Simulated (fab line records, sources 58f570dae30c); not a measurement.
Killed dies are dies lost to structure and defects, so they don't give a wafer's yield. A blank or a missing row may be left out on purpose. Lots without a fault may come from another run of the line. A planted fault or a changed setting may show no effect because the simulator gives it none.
fab line records | flow berkeley_cmos170
record lots=14 wafers=42 last_day=12
route steps=331 shown V1@268
lots that met no fault: from a run of the same line without faults
start_h: hours from the record's first day to the start of the lot's first wafer shown | wait_h: hours since the lot's step before | " the same as in the row above | L1.1+2: a row that stands for several wafers | - no value, or no start given | * or withheld: withheld | < > ~ a bound
route shown NAME@n: a module of which the file shows steps, and the number in the route of the first | usual: mean/standard deviation of fault-free wafers | same: alike in all rows | chamber/n: place in a boat | sites: the reading at each site | _std_site: their standard deviation | _edge_site: outer sites' mean less inner sites' | radius_mm: how far each site lies from the wafer's centre | mask NAME#n: copy n | behind: the tool/chamber that last shaped the wafer | hold: why the lot was held/for how many hours/how that ended | device: the transistor (n, p or np) that didn't switch | end of line: the same wafers' tests at the end of the route | a step without rows: its recipe alone | killed: dies lost to structure and defects at the first sort, not the wafer's yield | map: a wafer's dies, x killed, . not, _ none there
set.NAME: the setting as run; set.NAME@STEP: as run at that earlier step | model.NAME: the simulator's own value behind a step, which no gauge read
steps of the route over a sample of lots; a table a step, a row a wafer
services: from which hour (start_h, from the record's first day; less than 0 if before it) a tool's chamber was out of use, for how many hours, and why
## steps
# step UCB170_V1_ETCH_14
# recipe chemistry=CHF3/CF4/Ar target=SiO2 stop_on=Al CHF3_flow_sccm=45 cf4_flow_sccm=15 Ar_flow_sccm=150 pressure_mtorr=200 rf_w=700 target_depth_a=12500 over_etch_frac=0.25 time_s=291
# usual drypump_motor_current_A=5.9/0.37 mfc_ar_sccm=150.0/0.48 oes_product_au=0.869/0.01 rf_fwd_power_W=698.3/2.1 throttle_valve_pct=7.00/0.083
# same over_etch_frac=0.25 time_s=291
# columns lot.wafer tool chamber start_h wait_h drypump_motor_current_A mfc_ar_sccm oes_product_au rf_fwd_power_W rf_hours_counter_h throttle_valve_pct
L749.1 rie_diel-04 0 173.36 0.0 6.2 150.1 0.863 697.5 51 6.97
L749.2 " 1 " " 5.6 150.3 0.866 696.9 61 7.15
L749.4 " 2 " " 6.5 150.2 0.869 697.5 136 6.97
L748.1 rie_diel-02 3 173.45 0.0 5.5 150.0 0.880 696.5 4 7.07
L748.2 " 2 " " 6.1 150.0 0.871 696.2 61 6.89
L748.6 " 2 " " 6.2 150.5 0.871 699.8 - 6.88
L750.1 rie_diel-02 1 185.24 0.0 6.0 149.9 0.860 703.9 137 6.80
L750.3 " 3 " " 5.5 150.5 0.879 700.3 4 7.09
L750.4 " 0 " " 5.3 149.9 0.871 695.0 55 6.98
L755.4 rie_diel-04 2 186.06 0.0 6.5 149.9 0.877 699.3 137 6.96
L755.5 " 0 " " 6.2 149.9 0.872 695.5 - 6.98
L755.6 " 3 " " 6.1 150.5 0.866 699.5 - 7.06
L753.1 rie_diel-02 2 186.23 0.0 6.2 149.5 0.872 699.2 62 6.89
L753.4 " 1 " " 6.0 148.9 0.856 697.7 137 6.80
L753.6 " 1 " " 6.0 148.9 0.851 700.4 - 6.79
L754.1 rie_diel-01 2 194.57 0.0 6.0 150.1 0.859 698.2 79 7.00
L754.3 " 2 " " 6.0 149.5 0.857 696.4 - 7.02
L754.6 " 3 " " 5.3 150.0 0.867 699.3 - 6.92
L757.1 rie_diel-02 3 202.59 0.0 5.5 150.7 0.880 699.4 5 7.07
L757.2 " 1 " " 6.0 149.9 0.858 700.4 138 6.81
L757.6 " 3 " " 5.5 150.2 0.871 701.3 - 7.07
L761.1 rie_diel-01 2 233.51 0.0 5.9 150.6 0.859 694.3 81 7.01
L761.4 " 0 " " 6.2 149.4 0.879 696.8 1 6.94
L761.6 " 0 " " 6.2 149.6 0.889 697.4 - 6.92
L760.2 rie_diel-04 3 233.71 0.0 6.0 149.7 0.856 701.4 108 7.04
L760.4 " 3 " " 6.0 149.2 0.858 697.5 - 7.06
L760.6 " 0 " " 6.2 150.0 0.864 696.0 - 7.00
L763.1 rie_diel-04 1 253.20 0.0 5.6 150.3 0.873 697.7 64 7.15
L763.2 " 0 " " 6.2 149.9 0.867 695.4 54 6.98
L763.6 " 2 " " 6.5 150.5 0.886 697.0 - 6.94
L765.2 rie_diel-02 0 253.49 0.0 5.3 149.8 0.875 696.6 58 6.97
L765.4 " 0 " " 5.2 149.7 0.874 699.4 - 6.97
L765.6 " 2 " " 6.2 149.8 0.864 700.8 - 6.89
L764.3 rie_diel-01 1 254.47 0.0 6.1 150.3 0.888 696.0 39 7.08
L764.4 " 0 " " 6.2 150.2 0.885 698.8 2 6.94
L764.5 " 2 " " 6.0 150.2 0.856 695.7 - 7.00
L769.3 rie_diel-04 2 273.56 0.0 6.5 149.8 0.883 698.4 1 6.95
L769.5 " 1 " " 5.6 151.2 0.869 975.5 - 7.14
L769.6 " 2 " " 6.5 149.5 0.877 695.2 - 6.95
L767.2 rie_diel-04 1 274.14 0.0 5.6 149.9 0.872 978.9 65 7.16
L767.3 " 0 " " 6.2 150.0 0.870 698.5 55 7.00
L767.6 " 2 " " 6.5 149.6 0.880 695.5 - 6.93
# step UCB170_V1_STRIP_15
# recipe chemistry=O2 power_w=400 pressure_mtorr=3500 platen_temp_c=withheld o2_flow_sccm=400 overash_fraction=0.5
# usual drypump_motor_current_A=5.9/0.42 oes_product_au=0.722/0.0046 strip_time_to_endpoint_s=15.36/0.095
# columns lot.wafer tool chamber start_h wait_h drypump_motor_current_A oes_product_au rf_hours_counter_h strip_time_to_endpoint_s
L749.1 plasma_asher-04 1 173.54 0.1 5.8 0.720 46 15.31
L749.2 " 0 " " 6.6 0.721 46 15.36
L749.4 " 1 " " 5.8 0.719 - 15.34
L748.1 plasma_asher-02 1 173.63 0.1 6.3 0.727 6 15.34
L748.2 " 0 " " 5.2 0.721 6 15.32
L748.6 " 1 " " 6.3 0.716 - 15.33
L750.1 plasma_asher-04 1 185.41 0.1 5.9 0.714 48 15.44
L750.3 " 0 " " 6.6 0.720 - 15.37
L750.4 " 1 " " 5.9 0.720 - 15.38
L755.4 plasma_asher-02 0 186.27 0.1 5.2 0.721 - 15.31
L755.5 " 0 " " 5.2 0.716 - 15.31
L755.6 " 1 " " 6.3 0.718 - 15.42
L753.1 plasma_asher-03 0 186.41 0.1 6.1 0.727 43 15.24
L753.4 " 1 " " 5.7 0.724 - 15.45
L753.6 " 1 " " 5.7 0.728 - 15.38
L754.1 plasma_asher-04 0 194.84 0.2 6.6 0.726 49 15.26
L754.3 " 1 " " 5.8 0.717 - 15.31
L754.6 " 1 " " 5.9 0.715 - 15.55
L757.1 plasma_asher-02 0 202.77 0.1 5.1 0.715 9 15.28
L757.2 " 1 " " 6.3 0.721 9 15.16
L757.6 " 1 " " 6.3 0.718 - 15.24
L761.1 plasma_asher-04 0 233.69 0.1 6.6 0.719 52 15.29
L761.4 " 0 " " 6.6 0.722 - 15.41
L761.6 " 0 " " 6.6 0.723 - 15.47
L760.2 plasma_asher-03 1 233.89 0.1 5.7 0.715 47 15.31
L760.4 " 1 " " 5.7 0.727 - 15.28
L760.6 " 1 " " 5.7 0.727 - 15.20
L763.1 plasma_asher-03 1 253.37 0.1 5.7 0.729 50 15.28
L763.2 " 0 " " 6.0 0.716 50 15.30
L763.6 " 1 " " 5.7 0.727 - 15.39
L765.2 plasma_asher-02 0 253.67 0.1 5.2 0.730 14 15.33
L765.4 " 1 " " 6.3 0.724 - 15.28
L765.6 " 0 " " 5.2 0.720 - 15.29
L764.3 plasma_asher-03 0 254.68 0.1 6.0 0.714 - 15.38
L764.4 " 1 " " 5.7 0.725 - 15.41
L764.5 " 1 " " 5.7 0.723 - 15.37
L769.3 plasma_asher-04 0 273.77 0.1 6.6 0.716 - 15.32
L769.5 " 1 " " 5.9 0.729 - 14.12
L769.6 " 0 " " 6.6 0.731 - 15.34
L767.2 plasma_asher-02 0 274.32 0.1 5.2 0.726 16 14.18
L767.3 " 0 " " 5.2 0.721 - 15.42
L767.6 " 1 " " 6.3 0.719 - 15.37
## services
# columns tool chamber start_h hours kind
plasma_asher-03 - 162.56 2.8 pm
rie_diel-01 0 171.49 - clean
rie_diel-01 0 171.49 24.8 scheduled_down
rie_diel-01 0 171.49 24.8 vent_cycle
rie_diel-02 - 179.25 1.1 repair
rie_diel-01 1 181.77 15.1 repair
plasma_asher-02 - 199.08 1.6 repair
rie_diel-02 1 207.25 9.3 repair
rie_diel-04 2 230.32 - clean
rie_diel-04 2 230.32 20.0 scheduled_down
rie_diel-04 2 230.32 20.0 vent_cycle
rie_diel-02 1 245.64 - clean
rie_diel-02 1 245.64 22.1 scheduled_down
rie_diel-02 1 245.64 22.1 vent_cycle
## key
first_sign step=UCB170_V1_ETCH_14 reading=rf_fwd_power_W direction=up sigmas=99+ usual=698.3 struck=977.2
effect step=UCB170_V1_STRIP_15 reading=strip_time_to_endpoint_s direction=down sigmas=13 usual=* struck=*
met_at UCB170_V1_ETCH_14
struck_lots L767,L769
struck_wafers L767.2,L769.5
onset_between 253.20 273.56
fault kind=process_parameter_drift tool=rie_diel-04 chamber=1 onset_h=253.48 steps=UCB170_V1_ETCH_14 channel=rf_w offset=280 shape=step end_h=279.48 acts_in=these_recipes_only stated=700
